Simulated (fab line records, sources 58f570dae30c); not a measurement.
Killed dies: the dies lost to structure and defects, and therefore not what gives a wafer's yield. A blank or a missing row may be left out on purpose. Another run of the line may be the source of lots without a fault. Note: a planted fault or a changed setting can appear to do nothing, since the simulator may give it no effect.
fab line records :: flow berkeley_cmos170 :: part 2 of 2: steps 30 to 41 of 41
record
  lots=5
  wafers=15
  last_day=14
route steps=331 shown V1@268 M2@271 V2@292
lots that met no fault: from a run of the same line without faults
start_h: hours from the record's first day to the start of the lot's first wafer shown :: wait_h: hours elapsed since this lot's preceding step :: " identical to the entry in the row above :: L1.1+2: several wafers, shown together as one row :: - no value present, or no start provided :: * or withheld: withheld :: < > ~ a bound
route shown NAME@n: a module of which the file shows steps, and the number in the route of the first :: usual: mean/standard deviation taken from wafers without a fault :: same: alike in all rows :: chamber/n: place in a boat :: sites: each site's reading :: _std_site: the values' standard deviation :: _edge_site: the outer-site mean with the inner-site mean subtracted :: radius_mm: how far each site lies from the wafer's centre :: mask NAME#n: copy n :: behind: tool/chamber where the wafer was last shaped :: hold: why the lot went on hold/how many hours it stayed there/how the hold came to an end :: device: which transistor (n, p or np) failed to switch :: end of line: tests of these same wafers at the route's end :: where a step has no rows: the recipe by itself :: killed: count of dies lost to structure and defects at first sort (not the wafer's yield) :: map: dies across one wafer; x = killed, . = not, _ = none there
set.NAME: setting as actually run; set.NAME@STEP: the setting as run at that earlier step :: model.NAME: the simulator's own value behind a step, which no gauge read
lots seen at some steps along the route; tables by step, rows by wafer
services: a tool's chamber out of use, with start hour (start_h, from the record's first day; less than 0 if before it), hours out, and reason
## steps
# step UCB170_V2_CLEAN_05
# recipe
  chemistry=DIW
lot.wafer: L077.1+3+6
tool: wet_bench-04
chamber: 3
start_h: 217.16
wait_h: 0.1

lot.wafer: L079.1+3+6
tool: wet_bench-04
chamber: 2
start_h: 217.83
wait_h: 0.1

lot.wafer: L090.1+2+5
tool: wet_bench-02
chamber: 0
start_h: 272.78
wait_h: 0.1

lot.wafer: L095.1+2+6
tool: wet_bench-04
chamber: 2
start_h: 282.94
wait_h: 0.1

lot.wafer: L096.2+4+6
tool: wet_bench-04
chamber: 0
start_h: 338.30
wait_h: 0.0
# step UCB170_V2_HMDS_06
# recipe
  prime_time_s=60
  prime_temp_c=100
lot.wafer: L077.1+3+6
tool: litho_track-03
chamber: 0
start_h: 217.57
wait_h: 0.2

lot.wafer: L079.1+3+6
tool: litho_track-03
chamber: 0
start_h: 218.92
wait_h: 0.9

lot.wafer: L090.1+2+5
tool: litho_track-04
chamber: 0
start_h: 272.96
wait_h: 0.0

lot.wafer: L095.1+2+6
tool: litho_track-04
chamber: 0
start_h: 283.12
wait_h: 0.0

lot.wafer: L096.2+4+6
tool: litho_track-01
chamber: 0
start_h: 339.47
wait_h: 1.0
# step UCB170_V2_COAT_07
# recipe
  resist=KrF
  spin_rpm=1500
  resist_thk_nm=900
lot.wafer: L077.1+3+6
tool: litho_track-03
chamber: 0
start_h: 217.72
wait_h: 0.1

lot.wafer: L079.1+3+6
tool: litho_track-03
chamber: 0
start_h: 219.07
wait_h: 0.1

lot.wafer: L090.1+2+5
tool: litho_track-04
chamber: 0
start_h: 273.11
wait_h: 0.1

lot.wafer: L095.1+2+6
tool: litho_track-04
chamber: 0
start_h: 283.27
wait_h: 0.1

lot.wafer: L096.2+4+6
tool: litho_track-01
chamber: 0
start_h: 339.62
wait_h: 0.1
# step UCB170_V2_SOFTBAKE_08
# recipe
  resist=KrF
  temp_c=130
  time_s=60
lot.wafer: L077.1+3+6
tool: litho_track-03
chamber: 0
start_h: 217.87
wait_h: 0.1

lot.wafer: L079.1+3+6
tool: litho_track-03
chamber: 0
start_h: 219.22
wait_h: 0.1

lot.wafer: L090.1+2+5
tool: litho_track-04
chamber: 0
start_h: 273.26
wait_h: 0.1

lot.wafer: L095.1+2+6
tool: litho_track-04
chamber: 0
start_h: 283.42
wait_h: 0.1

lot.wafer: L096.2+4+6
tool: litho_track-01
chamber: 0
start_h: 339.77
wait_h: 0.1
# step UCB170_V2_EXPOSE_09
# recipe
  mask_id=VIA2
  target_cd_nm=700
  na=0.5
  sigma_outer=0.6
  source_shape=conventional
  dose_mj=37
lot.wafer: L077.1+3+6
tool: krf_scanner-01
chamber: 0
start_h: 218.15
wait_h: 0.2
mask: VIA2#0

lot.wafer: L079.1+3+6
tool: krf_scanner-02
chamber: 0
start_h: 219.50
wait_h: 0.2
mask: VIA2#0

lot.wafer: L090.1+2+5
tool: krf_scanner-01
chamber: 0
start_h: 273.63
wait_h: 0.4
mask: VIA2#0

lot.wafer: L095.1+2+6
tool: krf_scanner-02
chamber: 0
start_h: 283.69
wait_h: 0.2
mask: VIA2#0

lot.wafer: L096.2+4+6
tool: krf_scanner-02
chamber: 0
start_h: -
wait_h: -
mask: VIA2#0
# step UCB170_V2_PEB_10
# recipe
  peb_temp_c=130
  peb_time_s=withheld
  resist=KrF
lot.wafer: L077.1+3+6
tool: litho_track-01
chamber: 0
start_h: 219.19
wait_h: 1.0

lot.wafer: L079.1+3+6
tool: litho_track-04
chamber: 0
start_h: 220.13
wait_h: 0.6

lot.wafer: L090.1+2+5
tool: litho_track-04
chamber: 0
start_h: 273.75
wait_h: 0.1

lot.wafer: L095.1+2+6
tool: litho_track-04
chamber: 0
start_h: 283.81
wait_h: 0.1

lot.wafer: L096.2+4+6
tool: litho_track-03
chamber: 0
start_h: -
wait_h: -
# step UCB170_V2_DEVELOP_11
# recipe
  developer=TMAH
  develop_time_s=45
  resist=KrF
  dev_temp_c=21
lot.wafer: L077.1+3+6
tool: litho_track-01
chamber: 0
start_h: -
wait_h: -

lot.wafer: L079.1+3+6
tool: litho_track-04
chamber: 0
start_h: -
wait_h: -

lot.wafer: L090.1+2+5
tool: litho_track-04
chamber: 0
start_h: -
wait_h: -

lot.wafer: L095.1+2+6
tool: litho_track-04
chamber: 0
start_h: -
wait_h: -

lot.wafer: L096.2+4+6
tool: litho_track-03
chamber: 0
start_h: -
wait_h: -
# step UCB170_V2_CD_MEAS_12
# recipe
  target_cd_nm=700
# usual
  cd_nm=699.8/1.4
lot.wafer: L077.1
tool: cd_sem-02
chamber: -
start_h: 219.46
wait_h: -
cd_nm: 698.4

lot.wafer: L077.3
tool: cd_sem-02
chamber: -
start_h: 219.46
wait_h: -
cd_nm: 698.7

lot.wafer: L077.6
tool: cd_sem-02
chamber: -
start_h: 219.46
wait_h: -
cd_nm: 698.9

lot.wafer: L079.1
tool: cd_sem-01
chamber: -
start_h: 220.42
wait_h: -
cd_nm: 700.8

lot.wafer: L079.3
tool: cd_sem-01
chamber: -
start_h: 220.42
wait_h: -
cd_nm: 700.2

lot.wafer: L079.6
tool: cd_sem-01
chamber: -
start_h: 220.42
wait_h: -
cd_nm: 700.4

lot.wafer: L090.1
tool: cd_sem-01
chamber: -
start_h: 274.03
wait_h: -
cd_nm: 700.4

lot.wafer: L090.2
tool: cd_sem-01
chamber: -
start_h: 274.03
wait_h: -
cd_nm: 699.9

lot.wafer: L090.5
tool: cd_sem-01
chamber: -
start_h: 274.03
wait_h: -
cd_nm: 700.6

lot.wafer: L095.1
tool: cd_sem-02
chamber: -
start_h: 284.08
wait_h: -
cd_nm: 700.4

lot.wafer: L095.2
tool: cd_sem-02
chamber: -
start_h: 284.08
wait_h: -
cd_nm: 699.7

lot.wafer: L095.6
tool: cd_sem-02
chamber: -
start_h: 284.08
wait_h: -
cd_nm: 698.4

lot.wafer: L096.2
tool: cd_sem-01
chamber: -
start_h: 341.60
wait_h: -
cd_nm: 700.8

lot.wafer: L096.4
tool: cd_sem-01
chamber: -
start_h: 341.60
wait_h: -
cd_nm: 700.8

lot.wafer: L096.6
tool: cd_sem-01
chamber: -
start_h: 341.60
wait_h: -
cd_nm: 699.1
# step UCB170_V2_OVL_MEAS_13
# usual
  V2_OVL=1/5.2
lot.wafer: L077.1
tool: overlay-02
chamber: -
start_h: 219.58
wait_h: 0.1
V2_OVL[nm]: -3

lot.wafer: L077.3
tool: overlay-02
chamber: -
start_h: 219.58
wait_h: 0.1
V2_OVL[nm]: -2

lot.wafer: L077.6
tool: overlay-02
chamber: -
start_h: 219.58
wait_h: 0.1
V2_OVL[nm]: 1

lot.wafer: L079.1
tool: overlay-02
chamber: -
start_h: 220.54
wait_h: 0.1
V2_OVL[nm]: 1

lot.wafer: L079.3
tool: overlay-02
chamber: -
start_h: 220.54
wait_h: 0.1
V2_OVL[nm]: 7

lot.wafer: L079.6
tool: overlay-02
chamber: -
start_h: 220.54
wait_h: 0.1
V2_OVL[nm]: 4

lot.wafer: L090.1
tool: overlay-01
chamber: -
start_h: 274.15
wait_h: 0.1
V2_OVL[nm]: -8

lot.wafer: L090.2
tool: overlay-01
chamber: -
start_h: 274.15
wait_h: 0.1
V2_OVL[nm]: 0

lot.wafer: L090.5
tool: overlay-01
chamber: -
start_h: 274.15
wait_h: 0.1
V2_OVL[nm]: -6

lot.wafer: L095.1
tool: overlay-02
chamber: -
start_h: 284.20
wait_h: 0.1
V2_OVL[nm]: -7

lot.wafer: L095.2
tool: overlay-02
chamber: -
start_h: 284.20
wait_h: 0.1
V2_OVL[nm]: 11

lot.wafer: L095.6
tool: overlay-02
chamber: -
start_h: 284.20
wait_h: 0.1
V2_OVL[nm]: 5

lot.wafer: L096.2
tool: overlay-02
chamber: -
start_h: 341.70
wait_h: 0.1
V2_OVL[nm]: 3

lot.wafer: L096.4
tool: overlay-02
chamber: -
start_h: 341.70
wait_h: 0.1
V2_OVL[nm]: 2

lot.wafer: L096.6
tool: overlay-02
chamber: -
start_h: 341.70
wait_h: 0.1
V2_OVL[nm]: 11
# step UCB170_V2_ETCH_14
# recipe
  chemistry=CHF3/CF4/Ar
  target=SiO2
  stop_on=Al
  CHF3_flow_sccm=45
  cf4_flow_sccm=15
  Ar_flow_sccm=150
  pressure_mtorr=200
  rf_w=700
  target_depth_a=12500
  over_etch_frac=0.25
  time_s=291
# usual
  drypump_motor_current_A=5.5/0.36
  oes_product_au=0.873/0.014
  throttle_valve_pct=6.88/0.11
lot.wafer: L077.1
tool: rie_diel-01
chamber: 1
start_h: 219.62
wait_h: 0.0
drypump_motor_current_A: 5.2
oes_product_au: 0.854
rf_hours_counter_h: 5
throttle_valve_pct: 7.02

lot.wafer: L077.3
tool: rie_diel-01
chamber: 0
start_h: 219.62
wait_h: 0.0
drypump_motor_current_A: 6.1
oes_product_au: 0.875
rf_hours_counter_h: 109
throttle_valve_pct: 6.92

lot.wafer: L077.6
tool: rie_diel-01
chamber: 1
start_h: 219.62
wait_h: 0.0
drypump_motor_current_A: 5.2
oes_product_au: 0.851
rf_hours_counter_h: -
throttle_valve_pct: 7.01

lot.wafer: L079.1
tool: rie_diel-04
chamber: 2
start_h: 220.57
wait_h: 0.0
drypump_motor_current_A: 5.9
oes_product_au: 0.876
rf_hours_counter_h: 8
throttle_valve_pct: 6.77

lot.wafer: L079.3
tool: rie_diel-04
chamber: 1
start_h: 220.57
wait_h: 0.0
drypump_motor_current_A: 5.2
oes_product_au: 0.890
rf_hours_counter_h: 19
throttle_valve_pct: 6.93

lot.wafer: L079.6
tool: rie_diel-04
chamber: 3
start_h: 220.57
wait_h: 0.0
drypump_motor_current_A: 5.8
oes_product_au: 0.873
rf_hours_counter_h: -
throttle_valve_pct: 6.99

lot.wafer: L090.1
tool: rie_diel-01
chamber: 2
start_h: 274.18
wait_h: 0.0
drypump_motor_current_A: 5.8
oes_product_au: 0.863
rf_hours_counter_h: 2
throttle_valve_pct: 7.12

lot.wafer: L090.2
tool: rie_diel-01
chamber: 1
start_h: 274.18
wait_h: 0.0
drypump_motor_current_A: 5.2
oes_product_au: 0.845
rf_hours_counter_h: 8
throttle_valve_pct: 7.00

lot.wafer: L090.5
tool: rie_diel-01
chamber: 0
start_h: 274.18
wait_h: 0.0
drypump_motor_current_A: 6.1
oes_product_au: 0.880
rf_hours_counter_h: -
throttle_valve_pct: 6.91

lot.wafer: L095.1
tool: rie_diel-04
chamber: 2
start_h: 284.24
wait_h: 0.0
drypump_motor_current_A: 6.0
oes_product_au: 0.880
rf_hours_counter_h: 11
throttle_valve_pct: 6.75

lot.wafer: L095.2
tool: rie_diel-04
chamber: 1
start_h: 284.24
wait_h: 0.0
drypump_motor_current_A: 5.1
oes_product_au: 0.884
rf_hours_counter_h: 23
throttle_valve_pct: 6.94

lot.wafer: L095.6
tool: rie_diel-04
chamber: 1
start_h: 284.24
wait_h: 0.0
drypump_motor_current_A: 5.1
oes_product_au: 0.884
rf_hours_counter_h: -
throttle_valve_pct: 6.93

lot.wafer: L096.2
tool: rie_diel-04
chamber: 3
start_h: 341.73
wait_h: 0.0
drypump_motor_current_A: 5.8
oes_product_au: 0.870
rf_hours_counter_h: 2
throttle_valve_pct: 7.00

lot.wafer: L096.4
tool: rie_diel-04
chamber: 2
start_h: 341.73
wait_h: 0.0
drypump_motor_current_A: 5.9
oes_product_au: 0.878
rf_hours_counter_h: 14
throttle_valve_pct: 6.76

lot.wafer: L096.6
tool: rie_diel-04
chamber: 1
start_h: 341.73
wait_h: 0.0
drypump_motor_current_A: 5.2
oes_product_au: 0.886
rf_hours_counter_h: -
throttle_valve_pct: 6.94
# step UCB170_V2_STRIP_15
# recipe
  chemistry=O2
  power_w=400
  pressure_mtorr=3500
  platen_temp_c=withheld
  o2_flow_sccm=400
  overash_fraction=0.5
# usual
  drypump_motor_current_A=5.60/0.2
  oes_product_au=0.722/0.0043
  strip_time_to_endpoint_s=15.30/0.12
lot.wafer: L077.1
tool: plasma_asher-04
chamber: 0
start_h: 219.80
wait_h: 0.1
drypump_motor_current_A: 5.81
oes_product_au: 0.727
rf_hours_counter_h: 44
strip_time_to_endpoint_s: 15.46

lot.wafer: L077.3
tool: plasma_asher-04
chamber: 1
start_h: 219.80
wait_h: 0.1
drypump_motor_current_A: 5.72
oes_product_au: 0.730
rf_hours_counter_h: -
strip_time_to_endpoint_s: 15.15

lot.wafer: L077.6
tool: plasma_asher-04
chamber: 0
start_h: 219.80
wait_h: 0.1
drypump_motor_current_A: 5.81
oes_product_au: 0.722
rf_hours_counter_h: -
strip_time_to_endpoint_s: 15.37

lot.wafer: L079.1
tool: plasma_asher-04
chamber: 1
start_h: 220.75
wait_h: 0.1
drypump_motor_current_A: 5.72
oes_product_au: 0.724
rf_hours_counter_h: 44
strip_time_to_endpoint_s: 15.00

lot.wafer: L079.3
tool: plasma_asher-04
chamber: 0
start_h: 220.75
wait_h: 0.1
drypump_motor_current_A: 5.82
oes_product_au: 0.723
rf_hours_counter_h: -
strip_time_to_endpoint_s: 15.35

lot.wafer: L079.6
tool: plasma_asher-04
chamber: 0
start_h: 220.75
wait_h: 0.1
drypump_motor_current_A: 5.82
oes_product_au: 0.729
rf_hours_counter_h: -
strip_time_to_endpoint_s: 15.19

lot.wafer: L090.1
tool: plasma_asher-04
chamber: 0
start_h: 274.36
wait_h: 0.1
drypump_motor_current_A: 5.81
oes_product_au: 0.719
rf_hours_counter_h: 50
strip_time_to_endpoint_s: 15.41

lot.wafer: L090.2
tool: plasma_asher-04
chamber: 1
start_h: 274.36
wait_h: 0.1
drypump_motor_current_A: 5.68
oes_product_au: 0.718
rf_hours_counter_h: 50
strip_time_to_endpoint_s: 15.38

lot.wafer: L090.5
tool: plasma_asher-04
chamber: 1
start_h: 274.36
wait_h: 0.1
drypump_motor_current_A: 5.69
oes_product_au: 0.724
rf_hours_counter_h: -
strip_time_to_endpoint_s: 15.15

lot.wafer: L095.1
tool: plasma_asher-04
chamber: 0
start_h: 284.42
wait_h: 0.1
drypump_motor_current_A: 5.78
oes_product_au: 0.726
rf_hours_counter_h: 51
strip_time_to_endpoint_s: 15.12

lot.wafer: L095.2
tool: plasma_asher-04
chamber: 1
start_h: 284.42
wait_h: 0.1
drypump_motor_current_A: 5.72
oes_product_au: 0.714
rf_hours_counter_h: 51
strip_time_to_endpoint_s: 15.46

lot.wafer: L095.6
tool: plasma_asher-04
chamber: 1
start_h: 284.42
wait_h: 0.1
drypump_motor_current_A: 5.72
oes_product_au: 0.718
rf_hours_counter_h: -
strip_time_to_endpoint_s: 15.49

lot.wafer: L096.2
tool: plasma_asher-03
chamber: 1
start_h: 341.91
wait_h: 0.1
drypump_motor_current_A: 5.70
oes_product_au: 0.721
rf_hours_counter_h: 61
strip_time_to_endpoint_s: 15.32

lot.wafer: L096.4
tool: plasma_asher-03
chamber: 1
start_h: 341.91
wait_h: 0.1
drypump_motor_current_A: 5.68
oes_product_au: 0.721
rf_hours_counter_h: -
strip_time_to_endpoint_s: 15.22

lot.wafer: L096.6
tool: plasma_asher-03
chamber: 1
start_h: 341.91
wait_h: 0.1
drypump_motor_current_A: 5.67
oes_product_au: 0.725
rf_hours_counter_h: -
strip_time_to_endpoint_s: 15.48
# step UCB170_V2_CD_MEAS_90
# recipe
  target_cd_nm=700
# usual
  cd_nm=699.5/1.6
lot.wafer: L077.1
tool: cd_sem-01
chamber: -
start_h: 219.90
wait_h: 0.1
cd_nm: 697.8

lot.wafer: L077.3
tool: cd_sem-01
chamber: -
start_h: 219.90
wait_h: 0.1
cd_nm: 697.8

lot.wafer: L077.6
tool: cd_sem-01
chamber: -
start_h: 219.90
wait_h: 0.1
cd_nm: 698.8

lot.wafer: L079.1
tool: cd_sem-02
chamber: -
start_h: 220.85
wait_h: 0.1
cd_nm: 701.4

lot.wafer: L079.3
tool: cd_sem-02
chamber: -
start_h: 220.85
wait_h: 0.1
cd_nm: 698.9

lot.wafer: L079.6
tool: cd_sem-02
chamber: -
start_h: 220.85
wait_h: 0.1
cd_nm: 700.5

lot.wafer: L090.1
tool: cd_sem-02
chamber: -
start_h: 274.46
wait_h: 0.1
cd_nm: 700.3

lot.wafer: L090.2
tool: cd_sem-02
chamber: -
start_h: 274.46
wait_h: 0.1
cd_nm: 698.9

lot.wafer: L090.5
tool: cd_sem-02
chamber: -
start_h: 274.46
wait_h: 0.1
cd_nm: 701.0

lot.wafer: L095.1
tool: cd_sem-02
chamber: -
start_h: 284.52
wait_h: 0.1
cd_nm: 701.0

lot.wafer: L095.2
tool: cd_sem-02
chamber: -
start_h: 284.52
wait_h: 0.1
cd_nm: 699.8

lot.wafer: L095.6
tool: cd_sem-02
chamber: -
start_h: 284.52
wait_h: 0.1
cd_nm: 697.7

lot.wafer: L096.2
tool: cd_sem-01
chamber: -
start_h: 342.03
wait_h: 0.1
cd_nm: 700.4

lot.wafer: L096.4
tool: cd_sem-01
chamber: -
start_h: 342.03
wait_h: 0.1
cd_nm: 701.9

lot.wafer: L096.6
tool: cd_sem-01
chamber: -
start_h: 342.03
wait_h: 0.1
cd_nm: 698.4
## services
tool: krf_scanner-01
chamber: -
start_h: 191.59
hours: 1.3
kind: pm

tool: rie_diel-01
chamber: 0
start_h: 196.41
hours: 3.8
kind: repair

tool: plasma_asher-01
chamber: -
start_h: 207.43
hours: 12.8
kind: repair

tool: rie_diel-03
chamber: -
start_h: 209.06
hours: 0.4
kind: repair

tool: pecvd-04
chamber: -
start_h: 224.10
hours: 27.3
kind: repair

tool: rie_diel-02
chamber: 2
start_h: 228.24
hours: 1.5
kind: repair

tool: cmp-02
chamber: -
start_h: 232.00
hours: 4.0
kind: pm

tool: krf_scanner-01
chamber: -
start_h: 251.55
hours: 4.0
kind: pm

tool: pecvd-04
chamber: -
start_h: 257.81
hours: 5.5
kind: pm

tool: krf_scanner-01
chamber: -
start_h: 261.85
hours: 1.0
kind: pm

tool: krf_scanner-02
chamber: -
start_h: 270.12
hours: 4.0
kind: pm

tool: rie_diel-02
chamber: -
start_h: 274.07
hours: 1.0
kind: repair

tool: krf_scanner-02
chamber: -
start_h: 288.31
hours: 1.0
kind: pm

tool: rie_diel-03
chamber: 3
start_h: 294.54
hours: 3.3
kind: repair

tool: krf_scanner-02
chamber: -
start_h: 297.69
hours: 3.2
kind: repair

tool: plasma_asher-04
chamber: -
start_h: 303.49
hours: 2.5
kind: repair

tool: cmp-02
chamber: -
start_h: 304.41
hours: 2.5
kind: repair

tool: pecvd-04
chamber: 1
start_h: 310.32
hours: 30.6
kind: repair

tool: krf_scanner-02
chamber: -
start_h: 311.33
hours: 1.3
kind: pm

tool: rie_diel-04
chamber: 3
start_h: 312.42
hours: 19.9
kind: repair

tool: krf_scanner-01
chamber: -
start_h: 318.19
hours: 4.4
kind: pm

tool: rie_diel-04
chamber: 2
start_h: 321.24
hours: 7.9
kind: repair

tool: krf_scanner-01
chamber: -
start_h: 328.94
hours: 0.8
kind: pm

tool: rie_diel-03
chamber: 2
start_h: 329.21
hours: 3.2
kind: repair
